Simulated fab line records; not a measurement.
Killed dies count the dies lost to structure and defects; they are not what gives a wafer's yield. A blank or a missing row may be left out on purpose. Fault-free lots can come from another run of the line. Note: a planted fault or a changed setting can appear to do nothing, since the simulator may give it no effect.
The same fault as seen by 2 desks | flow rit cmos | every desk sees just its own numbers, and what lay behind them comes last

AT THE METROLOGY DESK
Lot by lot, what the gauges showed, no matter which tool ran the lot: averages of those sampled wafers that carry a number. A lot is out of limits, marked OUT, if its mean lies more than 4 standard deviations from the usual mean; the brackets give that distance.
Columns: A = NRETRO_OVL at RIT_NRETRO_OVL_MEAS_06, usual 1.3 nm; B = NRETRO_TW at RIT_NRETRO_TW_MEAS_10, usual 1059; C = PRETRO_OVL at RIT_PRETRO_OVL_MEAS_06, usual 0.3 nm
lot  | first seen here | A    | B    | C
L298 | day 2 15:48     | 1.6  | 1059 | 1.3
L301 | day 3 06:03     | 2.6  | 1058 | -0.2
L309 | day 4 23:25     | 0.6  | 1059 | 1.8
L310 | day 5 03:37     | 1.5  | 1050 | 3.3
L312 | day 5 15:09     | 2.4  | 1062 | -0.1
L315 | day 6 06:05     | -0.5 | 1056 | -1.0
This desk found nothing out of limits on any of the 6 lots.

THE TOOL OWNER'S DESK: litho track-03
At RIT_PRETRO_SOFTBAKE_02 (time 60 s), the tool's own readings, given per lot that ran on this tool as the mean of the sampled wafers with a number. A lot is out of limits, marked OUT, if its mean lies more than 4 standard deviations from the usual mean; the brackets give that distance.
Columns: A = heater power total W at RIT_PRETRO_SOFTBAKE_02, usual 34.57 W; B = plate temp C at RIT_PRETRO_SOFTBAKE_02, usual 89.99 C; C = resist line temp C at RIT_PRETRO_SOFTBAKE_02, usual 23.03 C
lot  | first seen here | A               | B               | C
L298 | day 2 16:46     | 34.57           | 90.02           | 22.94
L309 | day 5 00:23     | 36.04 (+29) OUT | 92.77 (+23) OUT | 23.21
L310 | day 5 04:35     | 36.04 (+29) OUT | 92.83 (+24) OUT | 23.03
This desk's verdict: out of limits on L309, L310, starting with L309 at day 5 00:23 (heater power total W at RIT_PRETRO_SOFTBAKE_02). L298 stayed within limits.

ALL TOGETHER
The tool owner's desk could have raised an alarm at day 5 00:23, on L309, L310.
From the metrology desk's view, nothing was out of limits.
The metrology desk holds a record of L309, L310, inside its limits.
On litho track-03, each named lot ran RIT_PRETRO_SOFTBAKE_02.

WHAT THE SIMULATOR HAD INSERTED
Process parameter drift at RIT_PRETRO_SOFTBAKE_02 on litho track-03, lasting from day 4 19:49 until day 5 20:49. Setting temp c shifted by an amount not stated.
Lots struck among those shown: L309, L310.
How many hours passed from the start of the fault until each desk's first out-of-limits reading: the tool owner's desk, 5.
